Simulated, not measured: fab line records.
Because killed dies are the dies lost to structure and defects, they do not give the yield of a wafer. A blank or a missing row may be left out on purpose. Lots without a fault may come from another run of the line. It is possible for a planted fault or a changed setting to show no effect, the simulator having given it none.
A lot that was struck, set against a sound lot / flow berkeley cmos170 / 33 out of 331 route steps
Sound: wafers L748.3, L748.5, L748.6. Wafers struck: L740.1, L740.2, L740.4. Last of all comes the cause.
Order at every step that has rows: each side's tool, ch and its chambers, its first start. Under that, the readings that differ: sound wafers / struck wafers / difference of the means / sigmas: that difference in standard deviations of wafers without a fault.
alike: readings with means less than 2 such deviations apart, plus words and numbers identical on both sides. not compared: withheld readings, readings lacking a value on some wafer, bounds such as >300 that could conceal the same value, and numbers that have no deviation in the record and whose values overlap.
A row with sigmas, a row that says differs or no value, or rows on one side alone: a step with any of these is where the two part. When numbers do not overlap yet have no deviation, they are printed without sigmas and do not part them. Lack of a reading on every wafer of one side parts them only where that side has two or more wafers.

first, 8 steps without rows for these wafers: UCB170_PVT_SOFTBAKE_02 (time 60 s); UCB170_PVT_EXPOSE_03 (exposes mask NWELL, target cd 3000 nm); UCB170_PVT_PEB_04; UCB170_PVT_DEVELOP_05 (develop time 45 s); UCB170_PVT_IMPLANT_07; UCB170_PVT_STRIP_08 (strips in O2); UCB170_GATE_WET_ETCH_00 (etches SiO2 in dHF, time 200 s); UCB170_GATE_OXIDATION_01 (target thk 6.6 nm, ox time 1800 s).
UCB170_GATE_ANNEAL_03: time 1800 s.
  sound on furnace-03 ch 0, day 10 16:19; struck on furnace-02 ch 0, day 8 18:10
reading=spike tc centre C (C); sound=902.0 901.6 902.6; struck=911.3 911.4 911.8; difference=+9.4; sigmas=+7
reading=spike tc load C (C); sound=926.9 924.0 924.9; struck=929.0 932.4 933.0; difference=+6.2; sigmas=+2
reading=spike tc source C (C); sound=921.3 925.3 924.3; struck=932.2 931.6 930.7; difference=+7.9; sigmas=+3
reading=tube center temp C (C); sound=899.96 899.92 900.08; struck=910.1 910.21 910.05; difference=+10.1; sigmas=+99 or more
reading=tube_center_temp_C_max; sound=902.3 902.0 902.5; struck=912.6 912.3 913.0; difference=+10.4; sigmas=+27
then, 22 steps without rows for these wafers: UCB170_GATE_CVD_04 (deposits poly-Si from SiH4, time 1440 s, target thk 214 nm); UCB170_GATE_COAT_06; UCB170_GATE_COAT_07 (resist thk 900 nm); UCB170_GATE_SOFTBAKE_08 (time 60 s); UCB170_GATE_EXPOSE_09 (exposes mask POLY, target cd 350 nm); UCB170_GATE_PEB_10; UCB170_GATE_DEVELOP_11 (develop time 45 s); UCB170_GATE_ETCH_14 (etches BARC in N2/H2); UCB170_GATE_ETCH_15 (etches poly-Si in HBr/Cl2, stops on SiO2, time 56.3 s, target depth 278.2 nm); UCB170_GATE_STRIP_16 (strips in O2); UCB170_GATE_CLEAN_17 (cleans in SPM, time 600 s); UCB170_PLDD_HMDS_00 (prime time 60 s); UCB170_PLDD_COAT_01 (resist thk 900 nm); UCB170_PLDD_SOFTBAKE_02 (time 60 s); UCB170_PLDD_EXPOSE_03 (exposes mask PSELECT, target cd 1200 nm); UCB170_PLDD_PEB_04; UCB170_PLDD_DEVELOP_05 (develop time 45 s); UCB170_PLDD_IMPLANT_08; UCB170_PLDD_IMPLANT_09; UCB170_PLDD_STRIP_10 (strips in O2); UCB170_PLDD_CLEAN_12 (cleans in SPM, time 600 s); UCB170_NLDD_HMDS_00 (prime time 60 s).
UCB170_CONTACT_ETCH_17: etches BARC in N2/H2.
  sound on rie diel-03 ch 0,1,2, day 11 16:08; struck on rie diel-02 ch 0,1,2, day 10 02:32
reading=drypump motor current A (A); sound=6.6 5.8 6.7; struck=5.4 5.4 5.5; difference=-0.9; sigmas=-2
reading=model.CONTACT.cd nm (nm); sound=701.3 702.3 701.9; struck=699.3 697.6 699.7; difference=-3.0; sigmas=
  alike: oes product au, throttle valve pct
UCB170_CONTACT_ETCH_18: etches PSG in CHF3/CF4/Ar, stops on TiSi2, target depth 840 nm, time 195 s.
  sound on rie diel-03 ch 0,1,2; struck on rie diel-02 ch 0,1,2
reading=drypump motor current A (A); sound=6.6 5.8 6.7; struck=5.4 5.4 5.5; difference=-0.9; sigmas=-2
reading=model.CONTACT.cd nm (nm); sound=700.6 702.7 702.4; struck=699.5 697.9 699.7; difference=-2.9; sigmas=
  alike: oes product au, throttle valve pct
  not compared: rf hours counter h

== WHERE THEY PART ==
At UCB170_GATE_ANNEAL_03 first; at UCB170_CONTACT_ETCH_18 last (within this record only).

WHY: what had been put in by the simulator
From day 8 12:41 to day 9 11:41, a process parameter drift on furnace-02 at UCB170_GATE_ANNEAL_03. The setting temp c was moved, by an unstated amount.
